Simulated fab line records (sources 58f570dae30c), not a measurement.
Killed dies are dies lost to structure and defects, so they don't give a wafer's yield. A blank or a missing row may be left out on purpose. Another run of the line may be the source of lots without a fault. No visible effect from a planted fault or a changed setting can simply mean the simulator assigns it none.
fab line records ; flow berkeleyCmos170 ; part 1 of 2: steps 1 to 31 of 44
record lots=5; wafers=15; lastDay=12
route steps=331 shown PLDD@155 NLDD@158 SPACER@171 PSD@175 NSD@187
lots that met no fault: from a run of the same line without faults
startH: hours from the record's first day to the start of the lot's first wafer shown ; waitH: how many hours have passed since the lot's step before this one ; " same as the row above ; L1.1+2: a row that stands for several wafers ; - no value, or no start was given ; * or withheld: withheld ; < > ~ a bound
route shown NAME@n: names a module that has steps shown in the file, with the first one's number in the route ; usual: mean/standard deviation taken from wafers without a fault ; same: alike in all rows ; chamber/n: place in a boat ; sites: readings site by site ; _std_site: their standard deviation ; _edge_site: mean of outer sites minus mean of inner sites ; radiusMm: how far each site lies from the wafer's centre ; mask NAME#n: copy n ; behind: the last tool/chamber to shape the wafer ; hold: reason for holding the lot/hours on hold/outcome of the hold ; device: whichever transistor did not switch (one of n, p or np) ; end of line: tests of these same wafers at the route's end ; step lacking rows: just its recipe ; killed: count of dies lost to structure and defects at first sort (not the wafer's yield) ; map: a wafer's dies, marking killed ones x, the rest . and places with no die _
set.NAME: the setting as run; set.NAME@STEP: as run at that earlier step ; model.NAME: the simulator's own value behind a step, which no gauge read
lots seen at some steps along the route; tables by step, rows by wafer
services: from which hour (startH, from the record's first day; less than 0 if before it) a tool's chamber was out of use, for how many hours, and why
## steps
# step UCB170_PLDD_STRIP_10
# recipe chemistry=O2; powerW=400; pressureMtorr=3500; platenTempC=withheld; o2FlowSccm=400; overashFraction=0.5
# usual drypumpMotorCurrentA=5.9/0.39; oesProductAu=0.734/0.0042; stripTimeToEndpointS=21.61/0.06
lot.wafer;tool;chamber;startH;waitH;drypumpMotorCurrentA;oesProductAu;rfHoursCounterH;stripTimeToEndpointS
L080.1;plasmaAsher-04;1;173.91;0.1;5.3;0.739;46;21.62
L080.2;plasmaAsher-04;0;173.91;0.1;6.1;0.742;46;21.56
L080.6;plasmaAsher-04;0;173.91;0.1;6.1;0.727;-;21.66
L085.1;plasmaAsher-03;1;188.55;0.1;5.8;0.729;8;21.64
L085.5;plasmaAsher-03;0;188.55;0.1;5.9;0.740;-;21.68
L085.6;plasmaAsher-03;1;188.55;0.1;5.7;0.738;-;21.62
L087.1;plasmaAsher-03;1;219.41;0.1;5.7;0.736;11;21.56
L087.2;plasmaAsher-03;0;219.41;0.1;6.0;0.729;11;21.56
L087.4;plasmaAsher-03;1;219.41;0.1;5.7;0.738;-;21.57
L088.2;plasmaAsher-02;1;219.69;0.1;6.6;0.729;44;21.67
L088.5;plasmaAsher-02;0;219.69;0.1;5.6;0.738;-;21.66
L088.6;plasmaAsher-02;1;219.69;0.1;6.7;0.733;-;21.70
L096.2;plasmaAsher-04;1;251.42;0.1;5.3;0.738;54;21.63
L096.3;plasmaAsher-04;1;251.42;0.1;5.3;0.735;-;21.66
L096.5;plasmaAsher-04;1;251.42;0.1;5.3;0.736;-;21.70
# step UCB170_PLDD_TW_MEAS_11
# usual PLDD_TW=1006/5.1
lot.wafer;tool;chamber;startH;waitH;PLDD_TW
L080.1;filmMetro-02;-;174.01;0.1;1007
L080.2;filmMetro-02;-;174.01;0.1;1003
L080.6;filmMetro-02;-;174.01;0.1;999
L085.1;filmMetro-02;-;188.65;0.1;1001
L085.5;filmMetro-02;-;188.65;0.1;1002
L085.6;filmMetro-02;-;188.65;0.1;998
L087.1;filmMetro-04;-;219.51;0.1;1009
L087.2;filmMetro-04;-;219.51;0.1;1009
L087.4;filmMetro-04;-;219.51;0.1;1010
L088.2;filmMetro-03;-;219.80;0.1;1005
L088.5;filmMetro-03;-;219.80;0.1;1001
L088.6;filmMetro-03;-;219.80;0.1;1001
L096.2;filmMetro-04;-;251.53;0.1;1013
L096.3;filmMetro-04;-;251.53;0.1;1011
L096.5;filmMetro-04;-;251.53;0.1;1012
# step UCB170_PLDD_CLEAN_12
# recipe chemistry=SPM; tempC=120; timeS=600
lot.wafer;tool;chamber;startH;waitH
L080.1+2+6;wetBench-04;1;174.07;0.1
L085.1+5+6;wetBench-02;1;188.71;0.1
L087.1+2+4;wetBench-04;3;219.57;0.1
L088.2+5+6;wetBench-02;0;219.85;0.0
L096.2+3+5;wetBench-02;2;251.58;0.0
# step UCB170_NLDD_HMDS_00
# recipe primeTimeS=60; primeTempC=100
lot.wafer;tool;chamber;startH;waitH
L080.1+2+6;lithoTrack-01;0;174.50;0.3
L085.1+5+6;lithoTrack-03;0;188.92;0.0
L087.1+2+4;lithoTrack-03;0;219.75;0.0
L088.2+5+6;lithoTrack-01;0;220.19;0.1
L096.2+3+5;lithoTrack-03;0;252.21;0.5
# step UCB170_NLDD_COAT_01
# recipe resist=KrF; spinRpm=1500; resistThkNm=900
# usual spinSpeedRpm=1499.9/0.86
lot.wafer;tool;chamber;startH;waitH;spinSpeedRpm
L080.1;lithoTrack-01;0;174.65;0.1;1499.3
L080.2;lithoTrack-01;0;174.65;0.1;1499.0
L080.6;lithoTrack-01;0;174.65;0.1;1498.8
L085.1;lithoTrack-03;0;189.07;0.1;1500.8
L085.5;lithoTrack-03;0;189.07;0.1;1498.9
L085.6;lithoTrack-03;0;189.07;0.1;1499.9
L087.1;lithoTrack-03;0;219.90;0.1;1500.2
L087.2;lithoTrack-03;0;219.90;0.1;1498.7
L087.4;lithoTrack-03;0;219.90;0.1;1499.4
L088.2;lithoTrack-01;0;220.34;0.1;1499.0
L088.5;lithoTrack-01;0;220.34;0.1;1499.1
L088.6;lithoTrack-01;0;220.34;0.1;1500.1
L096.2;lithoTrack-03;0;252.36;0.1;1499.3
L096.3;lithoTrack-03;0;252.36;0.1;1499.7
L096.5;lithoTrack-03;0;252.36;0.1;1499.3
# step UCB170_NLDD_SOFTBAKE_02
# recipe resist=KrF; tempC=130; timeS=60
lot.wafer;tool;chamber;startH;waitH
L080.1+2+6;lithoTrack-01;0;174.80;0.1
L085.1+5+6;lithoTrack-03;0;189.22;0.1
L087.1+2+4;lithoTrack-03;0;220.05;0.1
L088.2+5+6;lithoTrack-01;0;220.49;0.1
L096.2+3+5;lithoTrack-03;0;252.51;0.1
# step UCB170_NLDD_EXPOSE_03
# recipe maskId=NSELECT; na=0.5; sigmaOuter=0.6; sourceShape=conventional; targetCdNm=1200; doseMj=29.51
lot.wafer;tool;chamber;startH;waitH;mask
L080.1+2+6;krfScanner-01;0;175.13;0.3;NSELECT#0
L085.1+5+6;krfScanner-02;0;189.37;0.1;NSELECT#0
L087.1+2+4;krfScanner-01;0;220.32;0.2;NSELECT#0
L088.2+5+6;krfScanner-01;0;220.63;0.1;NSELECT#0
L096.2+3+5;krfScanner-02;0;252.66;0.1;NSELECT#0
# step UCB170_NLDD_PEB_04
# recipe pebTempC=130; pebTimeS=withheld; resist=KrF
lot.wafer;tool;chamber;startH;waitH
L080.1+2+6;lithoTrack-02;0;175.52;0.4
L085.1+5+6;lithoTrack-02;0;190.10;0.7
L087.1+2+4;lithoTrack-02;0;220.50;0.2
L088.2+5+6;lithoTrack-01;0;220.75;0.1
L096.2+3+5;lithoTrack-01;0;253.36;0.7
# step UCB170_NLDD_DEVELOP_05
# recipe developer=TMAH; developTimeS=45; resist=KrF; devTempC=21
lot.wafer;tool;chamber;startH;waitH
L080.1+2+6;lithoTrack-02;0;-;-
L085.1+5+6;lithoTrack-02;0;-;-
L087.1+2+4;lithoTrack-02;0;-;-
L088.2+5+6;lithoTrack-01;0;-;-
L096.2+3+5;lithoTrack-01;0;-;-
# step UCB170_NLDD_CD_MEAS_06
# recipe targetCdNm=1200
# usual cdNm=1199.4/1.4
lot.wafer;tool;chamber;startH;waitH;cdNm
L080.1;cdSem-01;-;175.80;-;1197.0
L080.2;cdSem-01;-;175.80;-;1198.5
L080.6;cdSem-01;-;175.80;-;1198.2
L085.1;cdSem-02;-;190.38;-;1200.5
L085.5;cdSem-02;-;190.38;-;1201.6
L085.6;cdSem-02;-;190.38;-;1200.8
L087.1;cdSem-02;-;220.78;-;1200.6
L087.2;cdSem-02;-;220.78;-;1199.7
L087.4;cdSem-02;-;220.78;-;1201.3
L088.2;cdSem-01;-;221.02;-;1200.6
L088.5;cdSem-01;-;221.02;-;1198.6
L088.6;cdSem-01;-;221.02;-;1199.1
L096.2;cdSem-02;-;253.63;-;1197.7
L096.3;cdSem-02;-;253.63;-;1199.2
L096.5;cdSem-02;-;253.63;-;1199.2
# step UCB170_NLDD_OVL_MEAS_07
# usual NLDD_OVL=-3/5.1
lot.wafer;tool;chamber;startH;waitH;NLDD_OVL[nm]
L080.1;overlay-02;-;175.92;0.1;-5
L080.2;overlay-02;-;175.92;0.1;-2
L080.6;overlay-02;-;175.92;0.1;-2
L085.1;overlay-02;-;190.50;0.1;-7
L085.5;overlay-02;-;190.50;0.1;-3
L085.6;overlay-02;-;190.50;0.1;-2
L087.1;overlay-02;-;220.90;0.1;2
L087.2;overlay-02;-;220.90;0.1;-3
L087.4;overlay-02;-;220.90;0.1;-5
L088.2;overlay-02;-;221.13;0.1;-4
L088.5;overlay-02;-;221.13;0.1;-1
L088.6;overlay-02;-;221.13;0.1;-10
L096.2;overlay-02;-;253.74;0.1;-6
L096.3;overlay-02;-;253.74;0.1;-5
L096.5;overlay-02;-;253.74;0.1;-3
# step UCB170_NLDD_IMPLANT_08
# recipe species=As; doseCm2=5e+13; energyKev=30; tiltDeg=7; rotationDeg=0
lot.wafer;tool;chamber;startH;waitH
L080.1+2+6;implanter-03;0;175.96;0.0
L085.1+5+6;implanter-01;0;190.53;0.0
L087.1+2+4;implanter-01;0;220.94;0.0
L088.2+5+6;implanter-04;0;221.18;0.0
L096.2+3+5;implanter-01;0;253.80;0.0
# step UCB170_NLDD_IMPLANT_09
# recipe species=As; doseCm2=5e+13; energyKev=30; tiltDeg=7; rotationDeg=180
lot.wafer;tool;chamber;startH;waitH
L080.1+2+6;implanter-03;0;176.11;0.1
L085.1+5+6;implanter-01;0;190.68;0.1
L087.1+2+4;implanter-01;0;221.09;0.1
L088.2+5+6;implanter-04;0;221.33;0.1
L096.2+3+5;implanter-01;0;253.95;0.1
# step UCB170_NLDD_STRIP_10
# recipe chemistry=O2; powerW=400; pressureMtorr=3500; platenTempC=withheld; o2FlowSccm=400; overashFraction=0.5
# usual drypumpMotorCurrentA=6.1/0.45; oesProductAu=0.734/0.005; stripTimeToEndpointS=21.63/0.059
lot.wafer;tool;chamber;startH;waitH;drypumpMotorCurrentA;oesProductAu;rfHoursCounterH;stripTimeToEndpointS
L080.1;plasmaAsher-01;1;176.26;0.1;6.0;0.739;47;21.57
L080.2;plasmaAsher-01;0;176.26;0.1;6.5;0.728;47;21.54
L080.6;plasmaAsher-01;1;176.26;0.1;6.0;0.733;-;21.57
L085.1;plasmaAsher-01;0;190.83;0.1;6.5;0.739;49;21.62
L085.5;plasmaAsher-01;0;190.83;0.1;6.5;0.734;-;21.63
L085.6;plasmaAsher-01;1;190.83;0.1;6.0;0.735;-;21.61
L087.1;plasmaAsher-01;1;221.24;0.1;6.0;0.725;52;21.67
L087.2;plasmaAsher-01;0;221.24;0.1;6.5;0.738;52;21.65
L087.4;plasmaAsher-01;0;221.24;0.1;6.5;0.732;-;21.61
L088.2;plasmaAsher-02;0;221.46;0.1;5.7;0.724;45;21.67
L088.5;plasmaAsher-02;0;221.46;0.1;5.6;0.741;-;21.67
L088.6;plasmaAsher-02;1;221.46;0.1;6.7;0.730;-;21.65
L096.2;plasmaAsher-02;0;254.07;0.1;5.7;0.738;48;21.55
L096.3;plasmaAsher-02;0;254.07;0.1;5.6;0.733;-;21.61
L096.5;plasmaAsher-02;0;254.07;0.1;5.6;0.733;-;21.67
# step UCB170_NLDD_TW_MEAS_11
# usual NLDD_TW=2206/11
lot.wafer;tool;chamber;startH;waitH;NLDD_TW
L080.1;filmMetro-03;-;176.36;0.1;2208
L080.2;filmMetro-03;-;176.36;0.1;2210
L080.6;filmMetro-03;-;176.36;0.1;2201
L085.1;filmMetro-04;-;190.93;0.1;2221
L085.5;filmMetro-04;-;190.93;0.1;2225
L085.6;filmMetro-04;-;190.93;0.1;2223
L087.1;filmMetro-04;-;221.34;0.1;2223
L087.2;filmMetro-04;-;221.34;0.1;2224
L087.4;filmMetro-04;-;221.34;0.1;2218
L088.2;filmMetro-02;-;221.57;0.1;2211
L088.5;filmMetro-02;-;221.57;0.1;2204
L088.6;filmMetro-02;-;221.57;0.1;2206
L096.2;filmMetro-02;-;254.18;0.1;2196
L096.3;filmMetro-02;-;254.18;0.1;2198
L096.5;filmMetro-02;-;254.18;0.1;2198
# step UCB170_NLDD_CLEAN_12
# recipe chemistry=SPM; tempC=120; timeS=600
lot.wafer;tool;chamber;startH;waitH
L080.1+2+6;wetBench-02;2;180.18;3.8
L085.1+5+6;wetBench-01;2;190.99;0.1
L087.1+2+4;wetBench-01;1;221.46;0.1
L088.2+5+6;wetBench-04;2;221.73;0.2
L096.2+3+5;wetBench-04;0;254.23;0.0
# step UCB170_SPACER_CVD_00
# recipe material=SiO2; targetThkNm=376; tempC=390; precursor=TEOS/O2; timeS=47; rfW=550; pressureMtorr=9000
# usual heaterPowerW=276/55
lot.wafer;tool;chamber;startH;waitH;heaterPowerW
L080.1;pecvd-02;0;180.37;0.0;213
L080.2;pecvd-02;1;180.37;0.0;291
L080.6;pecvd-02;1;180.37;0.0;323
L085.1;pecvd-04;1;191.20;0.0;321
L085.5;pecvd-04;2;191.20;0.0;352
L085.6;pecvd-04;1;191.20;0.0;222
L087.1;pecvd-01;0;221.65;0.0;279
L087.2;pecvd-01;2;221.65;0.0;347
L087.4;pecvd-01;0;221.65;0.0;280
L088.2;pecvd-04;1;221.91;0.0;318
L088.5;pecvd-04;1;221.91;0.0;220
L088.6;pecvd-04;2;221.91;0.0;358
L096.2;pecvd-04;1;254.41;0.0;320
L096.3;pecvd-04;2;254.41;0.0;351
L096.5;pecvd-04;1;254.41;0.0;221
# step UCB170_SPACER_THK_MEAS_01
# recipe reads=SiO2_of_SPACER_CVD_00
# usual SPACER_TEOS_THK=374/5.1
lot.wafer;tool;chamber;startH;waitH;SPACER_TEOS_THK[nm]
L080.1;filmMetro-01;-;180.44;0.0;365
L080.2;filmMetro-01;-;180.44;0.0;373
L080.6;filmMetro-01;-;180.44;0.0;372
L085.1;filmMetro-01;-;191.24;0.0;375
L085.5;filmMetro-01;-;191.24;0.0;378
L085.6;filmMetro-01;-;191.24;0.0;375
L087.1;filmMetro-01;-;221.72;0.0;367
L087.2;filmMetro-01;-;221.72;0.0;373
L087.4;filmMetro-01;-;221.72;0.0;374
L088.2;filmMetro-04;-;221.96;0.0;368
L088.5;filmMetro-04;-;221.96;0.0;371
L088.6;filmMetro-04;-;221.96;0.0;376
L096.2;filmMetro-04;-;254.46;0.0;372
L096.3;filmMetro-04;-;254.46;0.0;370
L096.5;filmMetro-04;-;254.46;0.0;378
# step UCB170_SPACER_ANNEAL_02
# recipe tempC=900; timeS=1800; ambient=N2
# usual spikeTcCentreC=901.6/1.5
lot.wafer;tool;chamber;startH;waitH;spikeTcCentreC
L080.1;furnace-04;0;183.04;2.6;901.2
L080.2;furnace-04;0;183.04;2.6;899.8
L080.6;furnace-04;0;183.04;2.6;899.0
L085.1;furnace-01;0;194.34;3.1;902.9
L085.5;furnace-01;0;194.34;3.1;898.8
L085.6;furnace-01;0;194.34;3.1;901.8
L087.1;furnace-04;0;226.34;4.6;900.3
L087.2;furnace-04;0;226.34;4.6;899.6
L087.4;furnace-04;0;226.34;4.6;900.1
L088.2;furnace-04;0;226.34;4.4;900.4
L088.5;furnace-04;0;226.34;4.4;899.1
L088.6;furnace-04;0;226.34;4.4;900.2
L096.2;furnace-01;0;255.75;1.3;902.8
L096.3;furnace-01;0;255.75;1.3;902.0
L096.5;furnace-01;0;255.75;1.3;903.3
# step UCB170_SPACER_ETCHBACK_03
# recipe stopOn=Si; target=SiO2; chemistry=CHF3/CF4/Ar; CHF3_flow_sccm=50; cf4FlowSccm=10; Ar_flow_sccm=120; pressureMtorr=200; rfW=500; targetDepthA=3760; timeS=100
# usual drypumpMotorCurrentA=5.63/0.28; oesProductAu=0.905/0.02; throttleValvePct=6.45/0.055
lot.wafer;tool;chamber;startH;waitH;drypumpMotorCurrentA;oesProductAu;rfHoursCounterH;throttleValvePct
L080.1;rieDiel-04;2;184.54;0.0;6.12;0.905;1;6.50
L080.2;rieDiel-04;1;184.54;0.0;5.90;0.905;63;6.46
L080.6;rieDiel-04;0;184.54;0.0;5.96;0.904;-;6.40
L085.1;rieDiel-01;1;195.84;0.0;5.67;0.913;75;6.46
L085.5;rieDiel-01;0;195.84;0.0;5.72;0.875;-;6.54
L085.6;rieDiel-01;3;195.84;0.0;5.49;0.913;-;6.43
L087.1;rieDiel-04;2;227.84;0.0;6.11;0.913;3;6.49
L087.2;rieDiel-04;1;227.84;0.0;5.92;0.907;65;6.45
L087.4;rieDiel-04;0;227.84;0.0;5.96;0.906;67;6.41
L088.2;rieDiel-03;0;227.84;0.0;5.60;0.857;86;6.45
L088.5;rieDiel-03;0;227.84;0.0;5.58;0.864;-;6.45
L088.6;rieDiel-03;1;227.84;0.0;5.04;0.926;-;6.45
L096.2;rieDiel-03;1;257.33;0.1;5.03;0.912;49;6.47
L096.3;rieDiel-03;2;257.33;0.1;5.52;0.907;10;6.50
L096.5;rieDiel-03;3;257.33;0.1;5.82;0.919;-;6.33
# step UCB170_PSD_HMDS_00
# recipe primeTimeS=60; primeTempC=100
lot.wafer;tool;chamber;startH;waitH
L080.1+2+6;lithoTrack-03;0;185.06;0.5
L085.1+5+6;lithoTrack-04;0;196.12;0.2
L087.1+2+4;lithoTrack-04;0;228.15;0.3
L088.2+5+6;lithoTrack-03;0;228.36;0.5
L096.2+3+5;lithoTrack-01;0;257.80;0.4
# step UCB170_PSD_COAT_01
# recipe resist=KrF; spinRpm=1500; resistThkNm=900
# usual spinSpeedRpm=1500.0/0.84
lot.wafer;tool;chamber;startH;waitH;spinSpeedRpm
L080.1;lithoTrack-03;0;185.21;0.1;1500.1
L080.2;lithoTrack-03;0;185.21;0.1;1500.3
L080.6;lithoTrack-03;0;185.21;0.1;1499.9
L085.1;lithoTrack-04;0;196.27;0.1;1500.5
L085.5;lithoTrack-04;0;196.27;0.1;1500.3
L085.6;lithoTrack-04;0;196.27;0.1;1499.7
L087.1;lithoTrack-04;0;228.30;0.1;1500.5
L087.2;lithoTrack-04;0;228.30;0.1;1499.8
L087.4;lithoTrack-04;0;228.30;0.1;1499.8
L088.2;lithoTrack-03;0;228.51;0.1;1500.3
L088.5;lithoTrack-03;0;228.51;0.1;1501.3
L088.6;lithoTrack-03;0;228.51;0.1;1500.3
L096.2;lithoTrack-01;0;257.95;0.1;1500.0
L096.3;lithoTrack-01;0;257.95;0.1;1500.2
L096.5;lithoTrack-01;0;257.95;0.1;1500.3
# step UCB170_PSD_SOFTBAKE_02
# recipe resist=KrF; tempC=130; timeS=60
lot.wafer;tool;chamber;startH;waitH
L080.1+2+6;lithoTrack-03;0;185.36;0.1
L085.1+5+6;lithoTrack-04;0;196.42;0.1
L087.1+2+4;lithoTrack-04;0;228.45;0.1
L088.2+5+6;lithoTrack-03;0;228.66;0.1
L096.2+3+5;lithoTrack-01;0;258.10;0.1
# step UCB170_PSD_EXPOSE_03
# recipe maskId=PSELECT_MOD; na=0.5; sigmaOuter=0.6; sourceShape=conventional; targetCdNm=1200; doseMj=30
lot.wafer;tool;chamber;startH;waitH;mask
L080.1+2+6;krfScanner-01;0;185.64;0.3;PSELECT_MOD#0
L085.1+5+6;krfScanner-01;0;196.57;0.1;PSELECT_MOD#0
L087.1+2+4;krfScanner-02;0;228.60;0.1;PSELECT_MOD#0
L088.2+5+6;krfScanner-02;0;228.81;0.1;PSELECT_MOD#0
L096.2+3+5;krfScanner-02;0;258.52;0.4;PSELECT_MOD#0
# step UCB170_PSD_PEB_04
# recipe pebTempC=130; pebTimeS=withheld; resist=KrF
# usual plateSensorTCentreC=131.41/0.0089; plateSensorTEdgeC=131.53/0.011
lot.wafer;tool;chamber;startH;waitH;plateSensorTCentreC;plateSensorTEdgeC
L080.1;lithoTrack-03;0;185.92;0.3;131.4;131.53
L080.2;lithoTrack-03;0;185.92;0.3;131.39;131.52
L080.6;lithoTrack-03;0;185.92;0.3;131.41;131.54
L085.1;lithoTrack-04;0;197.02;0.4;131.41;131.54
L085.5;lithoTrack-04;0;197.02;0.4;131.39;131.54
L085.6;lithoTrack-04;0;197.02;0.4;131.41;131.53
L087.1;lithoTrack-04;0;229.15;0.5;131.4;131.54
L087.2;lithoTrack-04;0;229.15;0.5;131.4;131.52
L087.4;lithoTrack-04;0;229.15;0.5;131.41;131.53
L088.2;lithoTrack-03;0;229.36;0.5;131.41;131.53
L088.5;lithoTrack-03;0;229.36;0.5;131.43;131.53
L088.6;lithoTrack-03;0;229.36;0.5;131.4;131.53
L096.2;lithoTrack-03;0;258.64;0.1;131.41;131.52
L096.3;lithoTrack-03;0;258.64;0.1;131.4;131.51
L096.5;lithoTrack-03;0;258.64;0.1;131.4;131.52
# step UCB170_PSD_DEVELOP_05
# recipe developer=TMAH; developTimeS=45; resist=KrF; devTempC=21
lot.wafer;tool;chamber;startH;waitH
L080.1+2+6;lithoTrack-03;0;-;-
L085.1+5+6;lithoTrack-04;0;-;-
L087.1+2+4;lithoTrack-04;0;-;-
L088.2+5+6;lithoTrack-03;0;-;-
L096.2+3+5;lithoTrack-03;0;-;-
# step UCB170_PSD_CD_MEAS_06
# recipe targetCdNm=1200
# usual cdNm=1199.7/1.4
lot.wafer;tool;chamber;startH;waitH;cdNm
L080.1;cdSem-01;-;186.19;-;1200.4
L080.2;cdSem-01;-;186.19;-;1200.6
L080.6;cdSem-01;-;186.19;-;1198.7
L085.1;cdSem-02;-;197.40;-;1202.9
L085.5;cdSem-02;-;197.40;-;1201.5
L085.6;cdSem-02;-;197.40;-;1201.5
L087.1;cdSem-02;-;229.42;-;1198.9
L087.2;cdSem-02;-;229.42;-;1197.8
L087.4;cdSem-02;-;229.42;-;1198.4
L088.2;cdSem-02;-;229.63;-;1200.4
L088.5;cdSem-02;-;229.63;-;1199.0
L088.6;cdSem-02;-;229.63;-;1199.0
L096.2;cdSem-02;-;258.91;-;1200.3
L096.3;cdSem-02;-;258.91;-;1199.5
L096.5;cdSem-02;-;258.91;-;1200.0
# step UCB170_PSD_OVL_MEAS_07
# usual PSD_OVL=1/4.4
lot.wafer;tool;chamber;startH;waitH;PSD_OVL[nm]
L080.1;overlay-02;-;186.31;0.1;0
L080.2;overlay-02;-;186.31;0.1;3
L080.6;overlay-02;-;186.31;0.1;10
L085.1;overlay-02;-;197.52;0.1;3
L085.5;overlay-02;-;197.52;0.1;1
L085.6;overlay-02;-;197.52;0.1;4
L087.1;overlay-01;-;229.54;0.1;0
L087.2;overlay-01;-;229.54;0.1;8
L087.4;overlay-01;-;229.54;0.1;4
L088.2;overlay-01;-;229.74;0.1;7
L088.5;overlay-01;-;229.74;0.1;-4
L088.6;overlay-01;-;229.74;0.1;-1
L096.2;overlay-02;-;259.02;0.1;2
L096.3;overlay-02;-;259.02;0.1;-4
L096.5;overlay-02;-;259.02;0.1;-4
# step UCB170_PSD_IMPLANT_08
# recipe species=B; doseCm2=3e+15; energyKev=20; tiltDeg=7
lot.wafer;tool;chamber;startH;waitH
L080.1+2+6;implanter-03;0;186.35;0.0
L085.1+5+6;implanter-02;0;197.56;0.0
L087.1+2+4;implanter-03;0;229.58;0.0
L088.2+5+6;implanter-02;0;229.80;0.0
L096.2+3+5;implanter-02;0;259.07;0.0
# step UCB170_PSD_STRIP_09
# recipe chemistry=O2; powerW=400; pressureMtorr=3500; platenTempC=withheld; o2FlowSccm=400; overashFraction=0.5
# usual drypumpMotorCurrentA=6.1/0.41; oesProductAu=0.600/0.005; stripTimeToEndpointS=29.39/0.076
lot.wafer;tool;chamber;startH;waitH;drypumpMotorCurrentA;oesProductAu;rfHoursCounterH;stripTimeToEndpointS
L080.1;plasmaAsher-02;0;186.50;0.1;5.6;0.604;40;29.37
L080.2;plasmaAsher-02;1;186.50;0.1;6.7;0.609;40;29.53
L080.6;plasmaAsher-02;0;186.50;0.1;5.6;0.601;-;29.41
L085.1;plasmaAsher-03;0;197.71;0.1;6.0;0.595;9;29.33
L085.5;plasmaAsher-03;0;197.71;0.1;5.9;0.601;-;29.34
L085.6;plasmaAsher-03;1;197.71;0.1;5.7;0.600;-;29.32
L087.1;plasmaAsher-02;1;229.73;0.1;6.7;0.591;46;29.55
L087.2;plasmaAsher-02;0;229.73;0.1;5.6;0.600;46;29.46
L087.4;plasmaAsher-02;1;229.73;0.1;6.6;0.596;-;29.50
L088.2;plasmaAsher-02;1;229.92;0.1;6.6;0.601;46;29.46
L088.5;plasmaAsher-02;0;229.92;0.1;5.6;0.608;-;29.35
L088.6;plasmaAsher-02;1;229.92;0.1;6.7;0.609;-;29.45
L096.2;plasmaAsher-03;1;259.20;0.1;5.7;0.598;16;29.49
L096.3;plasmaAsher-03;1;259.20;0.1;5.8;0.617;-;29.42
L096.5;plasmaAsher-03;1;259.20;0.1;5.7;0.601;-;29.48
# step UCB170_PSD_TW_MEAS_10
# usual PSD_TW=2317/11
lot.wafer;tool;chamber;startH;waitH;PSD_TW
L080.1;filmMetro-02;-;186.60;0.1;2312
L080.2;filmMetro-02;-;186.60;0.1;2308
L080.6;filmMetro-02;-;186.60;0.1;2305
L085.1;filmMetro-03;-;197.81;0.1;2313
L085.5;filmMetro-03;-;197.81;0.1;2295
L085.6;filmMetro-03;-;197.81;0.1;2301
L087.1;filmMetro-03;-;229.83;0.1;2312
L087.2;filmMetro-03;-;229.83;0.1;2303
L087.4;filmMetro-03;-;229.83;0.1;2302
L088.2;filmMetro-03;-;230.03;0.1;2308
L088.5;filmMetro-03;-;230.03;0.1;2300
L088.6;filmMetro-03;-;230.03;0.1;2306
L096.2;filmMetro-04;-;259.31;0.1;2334
L096.3;filmMetro-04;-;259.31;0.1;2331
L096.5;filmMetro-04;-;259.31;0.1;2337
